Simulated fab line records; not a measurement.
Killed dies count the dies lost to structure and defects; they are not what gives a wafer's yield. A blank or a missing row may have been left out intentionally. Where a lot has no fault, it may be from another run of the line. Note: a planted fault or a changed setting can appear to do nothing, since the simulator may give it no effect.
fab line records | flow ritCmos
record: lots: 6 wafers: 18 lastDay: 6
route steps=202 shown PRETRO@69 GATE@75 FOX2@80 REOX@98 NLDD@103 M1@202
lots that met no fault: from a run of the same line without faults
startH: hours from the record's opening day to when the first of the lot's shown wafers began | waitH: hours from the lot's prior step to this one | " unchanged from the row above | L1.1+2: a row that stands for several wafers | - value missing, or start not given | * or withheld: withheld | < > ~ a bound
route shown NAME@n: names a module that has steps shown in the file, with the first one's number in the route | usual: average and standard deviation across the fault-free wafers | same: alike in all rows | chamber/n: place in a boat | sites: readings site by site | _std_site: their standard deviation | _edge_site: mean of outer sites minus mean of inner sites | radiusMm: how far each site lies from the wafer's centre | mask NAME#n: copy n | behind: the tool/chamber that last shaped the wafer | hold: reason for holding the lot/hours on hold/outcome of the hold | device: transistor that didn't switch, given as n, p or np | end of line: the route-end tests of the same wafers | a step without rows: its recipe alone | killed: at the first sort, the dies lost to defects and structure; wafer yield is something else | map: a wafer's dies, x killed, . not, _ none there
set.NAME: setting as actually run; set.NAME@STEP: the setting as run at that earlier step | model.NAME: the simulator's own value behind a step, which no gauge read
lots at selected steps of the route; one table per step, one row per wafer
services: when a tool's chamber went out of use (startH, in hours from the record's first day, below 0 if earlier), for how many hours, and the reason
== steps ==
step: RIT_PRETRO_DEVELOP_05
recipe: resist: NOVOLAK developTimeS: 68 devTempC: 23
step: RIT_PRETRO_OVL_MEAS_06
usual: PRETRO_OVL: 1.3/1.5
columns lot.wafer tool chamber startH waitH PRETRO_OVL[nm]
L199.2 overlay-01 - 33.17 - 0.2
L199.4 " - " " 0.1
L199.5 " - " " 2.3
L204.2 overlay-02 - 62.47 - 1.0
L204.5 " - " " 1.4
L204.6 " - " " -0.2
L205.2 overlay-02 - 69.29 - -0.1
L205.4 " - " " -0.7
L205.5 " - " " 0.6
L206.4 overlay-02 - 74.43 - -1.1
L206.5 " - " " 0.0
L206.6 " - " " -0.9
L209.1 overlay-01 - 85.32 - -1.9
L209.2 " - " " 0.6
L209.5 " - " " 0.2
L213.3 overlay-01 - 106.62 - 2.0
L213.4 " - " " 3.0
L213.6 " - " " 1.5
step: RIT_PRETRO_HARDBAKE_07
recipe: resist: NOVOLAK tempC: 140 timeS: 120
step: RIT_PRETRO_IMPLANT_08
recipe: species: B energyKev: 45 doseCm2: 1.2e+13 tiltDeg: 7
step: RIT_PRETRO_STRIP_09
recipe: chemistry: O2 timeS: 180 resist: NOVOLAK platenTempC: withheld powerW: 500 pressureMtorr: 4000 o2FlowSccm: 4000
usual: drypumpMotorCurrentA: 5.95/0.2 o2FlowSccm: 4000/11
same: timeS: 180
columns lot.wafer tool chamber startH waitH drypumpMotorCurrentA o2FlowSccm rfHoursCounterH
L199.2 plasmaAsher-01 1 33.60 0.1 5.77 4024 38
L199.4 " 1 " " 5.77 4004 -
L199.5 " 0 " " 5.83 3993 -
L204.2 plasmaAsher-04 0 62.90 0.1 6.19 4006 26
L204.5 " 1 " " 6.20 3999 -
L204.6 " 0 " " 6.20 4003 -
L205.2 plasmaAsher-01 1 69.72 0.1 5.76 3987 42
L205.4 " 0 " " 5.83 3986 -
L205.5 " 0 " " 5.81 4020 -
L206.4 plasmaAsher-01 0 74.91 0.1 5.80 4005 -
L206.5 " 1 " " 5.78 4020 -
L206.6 " 0 " " 5.81 3994 -
L209.1 plasmaAsher-02 0 85.75 0.1 5.69 4015 44
L209.2 " 1 " " 5.88 3985 44
L209.5 " 0 " " 5.70 3998 -
L213.3 plasmaAsher-04 0 107.11 0.1 6.19 3994 -
L213.4 " 1 " " 6.17 3998 -
L213.6 " 0 " " 6.19 3995 -
step: RIT_PRETRO_TW_MEAS_10
usual: PRETRO_TW: 475/4.4
columns lot.wafer tool chamber startH waitH PRETRO_TW
L199.2 filmMetro-01 - 33.78 0.1 479
L199.4 " - " " 480
L199.5 " - " " 480
L204.2 filmMetro-03 - 63.09 0.1 473
L204.5 " - " " 471
L204.6 " - " " 475
L205.2 filmMetro-03 - 69.91 0.1 470
L205.4 " - " " 470
L205.5 " - " " 472
L206.4 filmMetro-01 - 75.06 0.1 479
L206.5 " - " " 477
L206.6 " - " " 478
L209.1 filmMetro-02 - 85.93 0.1 471
L209.2 " - " " 473
L209.5 " - " " 470
L213.3 filmMetro-03 - 107.24 0.1 471
L213.4 " - " " 470
L213.6 " - " " 471
step: RIT_GATE_WET_ETCH_00
recipe: chemistry: BOE target: SiO2 targetDepthNm: 56 timeS: 60 dry: n2Spin dilution: 10:1 tempC: 21.5
step: RIT_GATE_CLEAN_01
recipe: chemistry: SC1 mix: 3:3:50 timeS: 600 tempC: 75
step: RIT_GATE_CLEAN_02
recipe: chemistry: dHF dilution: 50:1 timeS: 30
step: RIT_GATE_CLEAN_03
recipe: chemistry: SC2 mix: 3:3:50 timeS: 600 tempC: 75 dry: n2Spin
step: RIT_GATE_CLEAN_04
recipe: chemistry: dHF dilution: 50:1 timeS: 60 dry: n2Spin
step: RIT_FOX2_THK_MEAS_91
recipe: reads: SiO2_of_FOX2_OXIDATION_00
usual: FIELD_OXIDE_LEFT_2_THK: 258/6.7
columns lot.wafer tool chamber startH waitH FIELD_OXIDE_LEFT_2_THK[nm]
L199.2 filmMetro-01 - 34.31 0.0 266
L199.4 " - " " 266
L199.5 " - " " 265
L204.2 filmMetro-04 - 63.63 0.0 254
L204.5 " - " " 251
L204.6 " - " " 254
L205.2 filmMetro-04 - 70.59 0.0 250
L205.4 " - " " 250
L205.5 " - " " 254
L206.4 filmMetro-04 - 75.73 0.0 274
L206.5 " - " " 273
L206.6 " - " " 271
L209.1 filmMetro-01 - 86.41 0.0 255
L209.2 " - " " 255
L209.5 " - " " 247
L213.3 filmMetro-04 - 107.74 0.0 259
L213.4 " - " " 259
L213.6 " - " " 259
step: RIT_GATE_OXIDATION_05
recipe: tempC: 900 ambient: O2 targetThkA: 30 oxTimeS: 270
usual: zonePowerCentrePct: 39/3 zonePowerLoadPct: 26.5/1.3
columns lot.wafer tool chamber startH waitH zonePowerCentrePct zonePowerLoadPct
L199.2 furnace-04 0 35.56 1.2 39 27.7
L199.4 " 0 " " 39 28.0
L199.5 " 0 " " 39 28.3
L204.2 furnace-03 0 64.97 1.3 44 27.6
L204.5 " 0 " " 43 27.0
L204.6 " 0 " " 43 27.1
L205.2 furnace-01 0 71.76 1.2 36 25.1
L205.4 " 0 " " 36 24.7
L205.5 " 0 " " 36 24.6
L206.4 furnace-03 0 76.88 1.1 44 26.8
L206.5 " 0 " " 44 27.0
L206.6 " 0 " " 43 27.1
L209.1 furnace-04 0 88.77 2.4 39 27.4
L209.2 " 0 " " 39 27.9
L209.5 " 0 " " 39 27.9
L213.3 furnace-04 0 109.45 1.7 39 28.3
L213.4 " 0 " " 38 28.2
L213.6 " 0 " " 38 27.8
step: RIT_GATE_ANNEAL_06
recipe: tempC: 900 timeS: 600 ambient: N2O
step: RIT_GATE_THK_MEAS_07
recipe: reads: SiO2_of_GATE_OXIDATION_05
usual: GATE_OXIDE_THK: 3.03/0.059
columns lot.wafer tool chamber startH waitH GATE_OXIDE_THK[nm]
L199.2 filmMetro-02 - 38.45 0.0 3.08
L199.4 " - " " 3.09
L199.5 " - " " 3.01
L204.2 filmMetro-04 - 67.61 0.0 3.09
L204.5 " - " " 3.14
L204.6 " - " " 3.10
L205.2 filmMetro-02 - 75.58 0.0 3.04
L205.4 " - " " 3.03
L205.5 " - " " 3.05
L206.4 filmMetro-04 - 79.55 0.0 2.95
L206.5 " - " " 2.92
L206.6 " - " " 2.93
L209.1 filmMetro-04 - 90.78 0.0 2.99
L209.2 " - " " 3.02
L209.5 " - " " 2.97
L213.3 filmMetro-01 - 111.95 0.0 3.09
L213.4 " - " " 3.09
L213.6 " - " " 3.11
step: RIT_GATE_CVD_08
recipe: material: poly-Si targetThkNm: 250 tempC: 610 precursor: SiH4 timeS: 2220 pressureMtorr: 300 sih4FlowSccm: 100
step: RIT_GATE_THK_MEAS_09
recipe: reads: poly-Si_of_GATE_CVD_08
usual: GATE_POLY_THK: 252.6/2.5
columns lot.wafer tool chamber startH waitH GATE_POLY_THK[nm]
L199.2 filmMetro-01 - 40.13 0.0 250.3
L199.4 " - " " 251.3
L199.5 " - " " 250.0
L204.2 filmMetro-04 - 69.29 0.0 251.9
L204.5 " - " " 251.7
L204.6 " - " " 249.2
L205.2 filmMetro-04 - 77.25 0.0 252.7
L205.4 " - " " 253.3
L205.5 " - " " 254.1
L206.4 filmMetro-01 - 82.03 0.0 252.9
L206.5 " - " " 253.5
L206.6 " - " " 254.9
L209.1 filmMetro-02 - 92.46 0.0 257.7
L209.2 " - " " 256.0
L209.5 " - " " 253.5
L213.3 filmMetro-02 - 113.62 0.0 250.3
L213.4 " - " " 251.5
L213.6 " - " " 251.4
step: RIT_GATE_HMDS_10
recipe: primeTimeS: 60 primeTempC: 140
step: RIT_GATE_COAT_11
recipe: resist: NOVOLAK spinRpm: 4250 resistThkNm: 850
step: RIT_GATE_SOFTBAKE_12
recipe: resist: NOVOLAK tempC: 90 timeS: 60
step: RIT_GATE_EXPOSE_13
recipe: maskId: M6 na: 0.6 sourceShape: conventional sigmaOuter: 0.6 targetCdNm: 150 doseMj: 380
step: RIT_GATE_PEB_14
recipe: resist: NOVOLAK tempC: withheld timeS: withheld
step: RIT_GATE_DEVELOP_15
recipe: resist: NOVOLAK developTimeS: 50 devTempC: 23
step: RIT_GATE_CD_MEAS_16
recipe: targetCdNm: 150
usual: cdNm: 149.2/2.6
columns lot.wafer tool chamber startH waitH cdNm
L199.2 cdSem-02 - 41.05 - 151.6
L199.4 " - " " 151.2
L199.5 " - " " 151.3
L204.2 cdSem-01 - 70.34 - 151.7
L204.5 " - " " 148.1
L204.6 " - " " 152.3
L205.2 cdSem-01 - 78.17 - 147.0
L205.4 " - " " 146.9
L205.5 " - " " 146.1
L206.4 cdSem-01 - 83.10 - 149.9
L206.5 " - " " 148.3
L206.6 " - " " 149.2
L209.1 cdSem-02 - 93.50 - 153.0
L209.2 " - " " 152.4
L209.5 " - " " 153.2
L213.3 cdSem-01 - 114.78 - 148.4
L213.4 " - " " 150.3
L213.6 " - " " 148.6
step: RIT_GATE_OVL_MEAS_17
usual: GATE_OVL: 1.3/1.4
columns lot.wafer tool chamber startH waitH GATE_OVL[nm]
L199.2 overlay-02 - 41.16 0.1 0.1
L199.4 " - " " 0.7
L199.5 " - " " 0.2
L204.2 overlay-01 - 70.44 0.1 2.3
L204.5 " - " " 2.8
L204.6 " - " " 2.5
L205.2 overlay-02 - 78.28 0.1 1.5
L205.4 " - " " 1.0
L205.5 " - " " 0.0
L206.4 overlay-02 - 83.18 0.1 1.3
L206.5 " - " " 3.4
L206.6 " - " " 2.9
L209.1 overlay-02 - 93.62 0.1 2.6
L209.2 " - " " 1.3
L209.5 " - " " 2.4
L213.3 overlay-01 - 114.87 0.1 1.5
L213.4 " - " " 3.2
L213.6 " - " " 2.4
step: RIT_GATE_HARDBAKE_18
recipe: resist: NOVOLAK tempC: 140 timeS: 60
step: RIT_GATE_ETCH_19
recipe: chemistry: SF6/CHF3/O2 timeS: 165 SF6_flow_sccm: 30 CHF3_flow_sccm: 30 O2_flow_sccm: 5 target: poly-Si pressureMtorr: 40 rfW: 160 targetDepthA: 3125 overEtchFrac: 0.25 stopOn: SiO2
usual: O2_flow_sccm: 4.999/0.013 drypumpMotorCurrentA: 5.8/0.43 oesProductAu: 0.849/0.013 rfFwdPowerW: 159.4/0.49 throttleValvePct: 10.31/0.096
same: timeS: 165
columns lot.wafer tool chamber startH waitH O2_flow_sccm drypumpMotorCurrentA oesProductAu rfFwdPowerW rfHoursCounterH throttleValvePct
L199.2 rieSi-02 0 41.34 0.1 4.984 6.6 0.840 159.0 1 10.35
L199.4 " 1 " " 4.985 5.2 0.853 159.1 33 10.25
L199.5 " 0 " " 4.998 6.6 0.844 160.1 - 10.33
L204.2 rieSi-01 0 70.62 0.1 5.002 5.8 0.843 159.1 39 10.22
L204.5 " 2 " " 4.999 6.0 0.851 159.2 - 10.24
L204.6 " 3 " " 5.010 5.4 0.812 159.8 - 10.22
L205.2 rieSi-02 2 78.46 0.1 4.994 5.2 0.837 159.5 20 10.39
L205.4 " 1 " " 5.001 5.2 0.860 159.4 33 10.25
L205.5 " 1 " " 4.989 5.2 0.863 159.4 - 10.23
L206.4 rieSi-01 3 83.34 0.1 5.003 5.5 0.827 159.2 4 10.22
L206.5 " 3 " " 4.994 5.4 0.827 158.5 - 10.22
L206.6 " 0 " " 5.023 5.8 0.845 158.9 - 10.24
L209.1 rieSi-02 2 93.80 0.1 5.004 5.2 0.842 159.0 20 10.40
L209.2 " 1 " " 5.001 5.2 0.860 160.0 33 10.25
L209.5 " 3 " " 5.000 5.8 0.852 159.8 - 10.51
L213.3 rieSi-02 1 115.05 0.1 4.994 5.2 0.844 158.6 33 10.24
L213.4 " 2 " " 4.996 5.2 0.834 159.6 20 10.39
L213.6 " 1 " " 5.014 5.2 0.846 159.1 - 10.23
step: RIT_GATE_STRIP_20
recipe: chemistry: O2 timeS: 180 resist: NOVOLAK platenTempC: withheld powerW: 500 pressureMtorr: 4000 o2FlowSccm: 4000
usual: drypumpMotorCurrentA: 5.91/0.22 o2FlowSccm: 3998/11
same: timeS: 180
columns lot.wafer tool chamber startH waitH drypumpMotorCurrentA o2FlowSccm rfHoursCounterH
L199.2 plasmaAsher-02 0 41.44 0.1 5.67 3982 40
L199.4 " 0 " " 5.71 3993 -
L199.5 " 1 " " 5.88 3977 -
L204.2 plasmaAsher-03 1 70.73 0.1 5.64 4004 43
L204.5 " 1 " " 5.65 3997 -
L204.6 " 0 " " 5.78 3988 -
L205.2 plasmaAsher-02 1 78.57 0.1 5.86 4000 43
L205.4 " 1 " " 5.85 4012 -
L205.5 " 1 " " 5.87 3997 -
L206.4 plasmaAsher-02 1 83.51 0.1 5.88 3999 -
L206.5 " 0 " " 5.70 4000 -
L206.6 " 1 " " 5.90 4006 -
L209.1 plasmaAsher-03 1 93.91 0.1 5.65 3994 45
L209.2 " 0 " " 5.76 4004 45
L209.5 " 0 " " 5.77 4000 -
L213.3 plasmaAsher-03 0 115.22 0.1 5.78 4012 -
L213.4 " 1 " " 5.65 3991 -
L213.6 " 0 " " 5.77 3993 -
step: RIT_GATE_CD_MEAS_90
recipe: targetCdNm: 150
usual: cdNm: 149.2/2.7
columns lot.wafer tool chamber startH waitH cdNm
L199.2 cdSem-01 - 41.64 0.1 151.3
L199.4 " - " " 151.3
L199.5 " - " " 151.2
L204.2 cdSem-01 - 70.93 0.1 151.9
L204.5 " - " " 148.3
L204.6 " - " " 152.4
L205.2 cdSem-02 - 78.76 0.1 147.1
L205.4 " - " " 146.5
L205.5 " - " " 146.0
L206.4 cdSem-02 - 83.69 0.1 149.7
L206.5 " - " " 147.8
L206.6 " - " " 148.9
L209.1 cdSem-02 - 94.09 0.1 153.4
L209.2 " - " " 152.2
L209.5 " - " " 153.8
L213.3 cdSem-02 - 115.37 0.1 148.2
L213.4 " - " " 150.5
L213.6 " - " " 148.4
step: RIT_REOX_CLEAN_00
recipe: chemistry: SC1 mix: 3:3:50 timeS: 600 tempC: 75
step: RIT_REOX_CLEAN_01
recipe: chemistry: dHF dilution: 50:1 timeS: 30
step: RIT_REOX_CLEAN_02
recipe: chemistry: SC2 mix: 3:3:50 timeS: 600 tempC: 75 dry: n2Spin
step: RIT_REOX_OXIDATION_03
recipe: tempC: 900 ambient: O2 targetThkA: 252 oxTimeS: 5580
step: RIT_REOX_THK_MEAS_04
recipe: reads: SiO2_of_REOX_OXIDATION_03
usual: REOX_OXIDE_THK: 25.1/0.46
columns lot.wafer tool chamber startH waitH REOX_OXIDE_THK[nm]
L199.2 filmMetro-03 - 45.33 0.0 24.9
L199.4 " - " " 25.3
L199.5 " - " " 25.0
L204.2 filmMetro-04 - 75.39 0.0 24.4
L204.5 " - " " 24.8
L204.6 " - " " 24.7
L205.2 filmMetro-04 - 82.08 0.0 25.7
L205.4 " - " " 25.2
L205.5 " - " " 24.7
L206.4 filmMetro-04 - 86.86 0.0 25.2
L206.5 " - " " 25.0
L206.6 " - " " 25.6
L209.1 filmMetro-03 - 97.48 0.0 25.5
L209.2 " - " " 25.6
L209.5 " - " " 25.8
L213.3 filmMetro-04 - 118.39 0.0 25.5
L213.4 " - " " 25.7
L213.6 " - " " 25.7
step: RIT_NLDD_HMDS_00
recipe: primeTimeS: 60 primeTempC: 140
step: RIT_NLDD_COAT_01
recipe: resist: NOVOLAK spinRpm: 3250 resistThkNm: 1000
step: RIT_NLDD_SOFTBAKE_02
recipe: resist: NOVOLAK tempC: 90 timeS: 60
step: RIT_NLDD_EXPOSE_03
recipe: maskId: M7 na: 0.57 targetCdNm: 40700 doseMj: 250
step: RIT_NLDD_PEB_04
recipe: resist: NOVOLAK tempC: withheld timeS: withheld
step: RIT_NLDD_DEVELOP_05
recipe: resist: NOVOLAK developTimeS: 50 devTempC: 23
step: RIT_NLDD_OVL_MEAS_06
usual: NLDD_OVL: 0.5/1.4
columns lot.wafer tool chamber startH waitH NLDD_OVL[nm]
L199.2 overlay-02 - 46.23 - 2.1
L199.4 " - " " 0.4
L199.5 " - " " 2.8
L204.2 overlay-02 - 76.30 - 2.2
L204.5 " - " " 0.9
L204.6 " - " " 1.9
L205.2 overlay-01 - 83.11 - 2.7
L205.4 " - " " 1.9
L205.5 " - " " 1.9
L206.4 overlay-02 - 87.76 - 2.1
L206.5 " - " " 1.6
L206.6 " - " " 1.0
L209.1 overlay-02 - 98.44 - -0.3
L209.2 " - " " -0.7
L209.5 " - " " -2.0
L213.3 overlay-02 - 119.29 - 2.3
L213.4 " - " " 2.4
L213.6 " - " " 3.9
step: RIT_NLDD_HARDBAKE_07
recipe: resist: NOVOLAK tempC: 140 timeS: 60
step: RIT_M1_PROBE_99
usual: killedAtContacts: 0.1/0.36 killedAtFrontEnd: 7/3.1 killedDies: 7/3.1 killedOnRim: 1.9/1.4 killedOpen: 3.6/2.1 killedShort: 3.2/1.9
same: grossDies: 264 killed_at_M0_to_M3: 0 killed_at_M4_up: 0 killedAtBackSide: 0 killedAtOther: 0
columns lot.wafer tool chamber startH waitH killedAtContacts killedAtFrontEnd killedDies killedOnRim killedOpen killedShort
L199.2 prober-01 - 62.23 0.1 0 2 2 1 1 1
L199.4 prober-01 - 62.33 0.2 0 10 10 4 6 4
L199.5 prober-01 - 62.38 0.2 1 7 8 3 5 3
L204.2 prober-02 - 91.79 0.1 0 5 5 1 4 1
L204.5 prober-02 - 91.94 0.2 1 8 9 3 3 6
L204.6 prober-02 - 91.99 0.2 0 6 6 1 5 1
L205.2 prober-01 - 98.47 0.1 0 9 9 2 3 6
L205.4 prober-01 - 98.57 0.2 0 8 8 4 6 2
L205.5 prober-01 - 98.62 0.2 0 9 9 2 3 6
L206.4 prober-02 - 104.92 0.2 0 6 6 2 4 2
L206.5 prober-02 - 104.97 0.2 0 8 8 0 4 4
L206.6 prober-02 - 105.02 0.2 0 8 8 1 7 1
L209.1 prober-01 - 114.36 0.1 0 86 86 20 3 2
L209.2 prober-01 - 114.41 0.1 0 64 64 19 2 3
L209.5 prober-01 - 114.56 0.2 0 60 60 15 6 1
L213.3 prober-01 - 135.02 0.2 1 75 76 19 5 3
L213.4 prober-01 - 135.07 0.2 0 65 65 17 0 0
L213.6 prober-01 - 135.17 0.2 0 79 79 22 5 1
killed by level:class
L199.2 GATE:geometricParticle:open=1 GATE:geometricParticle:short=1
L199.4 GATE:geometricParticle:open=4 GATE:geometricParticle:short=2 FOX1:geometricParticle:open=1 REOX:geometricParticle:short=1 SPACER:geometricParticle:short=1 SPACER:geometricParticle:open=1
L199.5 REOX:geometricParticle:open=2 FOX1:geometricParticle:short=1 FOX1:geometricParticle:open=1 FOX2:geometricParticle:short=1 GATE:geometricParticle:open=1 GATE:geometricParticle:short=1 CONTACT:geometricParticle:open=1
L204.2 REOX:geometricParticle:open=2 GATE:geometricParticle:short=1 GATE:geometricParticle:open=1 SILICIDE:geometricParticle:open=1
L204.5 FOX2:geometricParticle:short=2 FOX1:geometricParticle:short=1 FOX1:geometricParticle:open=1 GATE:geometricParticle:short=1 GATE:geometricParticle:open=1 REOX:geometricParticle:open=1 SILICIDE:geometricParticle:short=1 CONTACT:geometricParticle:short=1
L204.6 GATE:geometricParticle:open=3 REOX:geometricParticle:open=1 SPACER:geometricParticle:short=1 SPACER:geometricParticle:open=1
L205.2 FOX1:geometricParticle:short=2 REOX:geometricParticle:short=2 FOX1:geometricParticle:open=1 FOX2:geometricParticle:open=1 GATE:geometricParticle:short=1 SILICIDE:geometricParticle:short=1 SILICIDE:geometricParticle:open=1
L205.4 FOX1:geometricParticle:open=2 REOX:geometricParticle:open=2 FOX2:geometricParticle:open=1 FOX2:geometricParticle:short=1 SILICIDE:geometricParticle:short=1 SILICIDE:geometricParticle:open=1
L205.5 GATE:geometricParticle:short=3 GATE:geometricParticle:open=2 REOX:geometricParticle:short=2 FOX1:geometricParticle:short=1 SPACER:geometricParticle:open=1
L206.4 SPACER:geometricParticle:open=2 GATE:geometricParticle:short=1 GATE:geometricParticle:open=1 REOX:geometricParticle:open=1 SPACER:geometricParticle:short=1
L206.5 GATE:geometricParticle:open=2 SILICIDE:geometricParticle:short=2 GATE:geometricParticle:short=1 REOX:geometricParticle:short=1 REOX:geometricParticle:open=1 SPACER:geometricParticle:open=1
L206.6 FOX2:geometricParticle:open=3 GATE:geometricParticle:open=2 REOX:geometricParticle:open=1 SPACER:geometricParticle:short=1 SILICIDE:geometricParticle:open=1
L209.1 GATE:unspecified=81 GATE:geometricParticle:open=2 REOX:geometricParticle:open=1 SPACER:geometricParticle:short=1 SILICIDE:geometricParticle:short=1
L209.2 GATE:unspecified=59 GATE:geometricParticle:open=2 GATE:geometricParticle:short=2 SPACER:geometricParticle:short=1
L209.5 GATE:unspecified=53 GATE:geometricParticle:open=3 FOX1:geometricParticle:open=2 GATE:geometricParticle:short=1 SPACER:geometricParticle:open=1
L213.3 GATE:unspecified=68 SPACER:geometricParticle:open=2 FOX1:geometricParticle:short=1 FOX2:geometricParticle:open=1 GATE:geometricParticle:short=1 CONTACT:geometricParticle:open=1 REOX:geometricParticle:open=1 SPACER:geometricParticle:short=1
L213.4 GATE:unspecified=65
L213.6 GATE:unspecified=73 GATE:geometricParticle:open=3 FOX1:geometricParticle:open=1 FOX2:geometricParticle:open=1 SPACER:geometricParticle:short=1
map L209.1 (x killed, . not)
________.xx...x_______
_____.x..xxx..x...____
____.x.xx.x...xx..x___
___.....xxx.....xx..__
__..x.x....x...x...x._
__.xx...x..x........x_
_......xxx.x..xx......
_........xxx...x....x.
_.x..x......x.x.xx....
_..x.x....x...x.....x.
__..x.x.x.x.x..xx..xx_
__.x.....xxxx.....xx._
___.xxx.x.xx.x..x..x__
____.xx......x...x.___
_____....xx...xxx.____
________......._______
map L213.6 (x killed, . not)
________......._______
_____x.x.....x...x____
____...x.x.x...x...___
___xx.x...x........x__
__..........x..x...x._
__x....x..x.x...x.xx._
_.....x........xx...xx
_.....x............x..
_..x......x..xxx.xx.xx
_x.........x.x..xxxxx.
__x...xxx.x..xxxx...._
__.xxx...x......x...._
___........x..xx...x__
____....x.x.xx.xx.x___
_____x...x.x.....x____
________..xx.x._______
== services ==
columns tool chamber startH hours kind
furnace-01 - 30.36 3.7 pm
furnace-04 - 42.17 16.0 pm
rieSi-02 - 56.97 2.8 pm
plasmaAsher-04 - 105.75 0.9 repair
plasmaAsher-02 - 108.75 9.0 pm
plasmaAsher-02 0 108.75 9.0 ventCycle
plasmaAsher-02 1 108.75 9.0 ventCycle
== key ==
firstSign: step: RIT_M1_PROBE_99 reading: killedDies direction: up sigmas: 21 usual: 7 struck: 72
effect: step: RIT_M1_PROBE_99 reading: killedAtFrontEnd direction: up sigmas: 21 usual: 7 struck: 72
metAt RIT_GATE_OXIDATION_05
struckWafers L209.1,L209.2,L209.5,L213.3,L213.4,L213.6
testerLeftOut L209,L213
onsetBetween 35.56 88.77
alsoFits time
fault: kind: chamberParticleSource tool: furnace-04 chamber: - onsetH: 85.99 steps: RIT_GATE_OXIDATION_05 ratePerVisitCm2: 0.57728 endH: 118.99
testerLeftOut: of these lots the tester's yield and bins aren't shown, on N5 and GAA mostly nor the transistor test; their killed dies are dies lost to structure and defects alone, not to doping, threshold or leakage, so they don't give the yield
